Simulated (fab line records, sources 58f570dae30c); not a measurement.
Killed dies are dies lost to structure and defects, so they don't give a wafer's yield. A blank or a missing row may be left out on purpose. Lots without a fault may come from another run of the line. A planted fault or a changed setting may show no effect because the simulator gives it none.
A struck lot beside a sound one | flow berkeley_cmos170 | 14 steps out of a route of 331
Sound: wafers L381.2, L381.3, L381.5. Struck: wafers L388.1, L388.2, L388.4. The cause comes at the end.
At each step with rows: each side's tool, then ch and its chambers, then its first start. Under that, the readings that differ: sound wafers | struck wafers | difference of the means | sigmas: that difference in standard deviations of wafers without a fault.
alike: readings whose means differ by less than 2 such deviations, and words and numbers that are the same on both sides. not compared: withheld readings, readings that some wafer has no value for, bounds like >300 that may hide the same value, and numbers for which the record gives no deviation and whose values overlap.
The two part at a step that has a row with sigmas, a row that says differs or no value, or rows on one side only. Numbers that don't overlap but have no deviation are shown without sigmas and don't part them. A reading that every wafer of one side lacks parts them only if that side has two wafers or more.

UCB170_M2_STRIP_19: strips in O2.
  sound on plasma_asher-01 ch 0, day 9 08:59; struck on plasma_asher-03 ch 0,1, day 11 03:10
  alike: chamber_pressure_mTorr, drypump_motor_current_A, oes_product_au
  not compared: rf_hours_counter_h
UCB170_M2_CD_MEAS_90: target cd 700 nm.
  sound on cd_sem-01, day 9 09:06; struck on cd_sem-02, day 11 03:16
  alike: cd_nm
UCB170_V2_CVD_00: deposits SiO2 from TEOS/O2, target thk 2000 nm, time 250 s.
  sound on pecvd-01 ch 1,2, day 9 09:12; struck on pecvd-01 ch 0,2, day 11 03:23
  alike: heater_power_w
UCB170_V2_THK_MEAS_01:
  sound on film_metro-04, day 9 09:22; struck on film_metro-02, day 11 03:33
  alike: V2_TEOS_THK
UCB170_V2_CMP_02: polishes SiO2.
  sound on cmp-02 ch 2,3, day 9 09:28; struck on cmp-01 ch 0,1,2, day 11 03:37
  alike: motor_current_A, platen_rpm, retaining_ring_pressure_frac
UCB170_V2_BOW_MEAS_03:
  sound on film_metro-04, day 9 09:44; struck on film_metro-04, day 11 03:55
  alike: V2_BOW
UCB170_V2_THK_MEAS_04:
  sound on film_metro-04, day 9 09:51; struck on film_metro-04, day 11 04:02
  alike: V2_POLISHED_THK
then, 5 steps without rows for these wafers: UCB170_V2_CLEAN_05 (cleans in DIW); UCB170_V2_HMDS_06 (prime time 60 s); UCB170_V2_COAT_07 (resist thk 900 nm); UCB170_V2_SOFTBAKE_08 (time 60 s); UCB170_V2_EXPOSE_09 (exposes mask VIA2, target cd 700 nm).
UCB170_V2_PEB_10:
  sound on litho_track-02 ch 0, day 9 10:56; struck on litho_track-04, day 11 04:58
  no value came back on the struck wafers for chill_plate_temp_C (C), exhaust_pa (Pa), resist_line_temp_C (C); on the sound wafers chill_plate_temp_C (C) reads 22.92 22.99 22.90
then, 1 step without rows for these wafers: UCB170_V2_DEVELOP_11 (develop time 45 s).

WHERE THEY PART
Only at UCB170_V2_PEB_10, within this record.

WHY: what the simulator had put in
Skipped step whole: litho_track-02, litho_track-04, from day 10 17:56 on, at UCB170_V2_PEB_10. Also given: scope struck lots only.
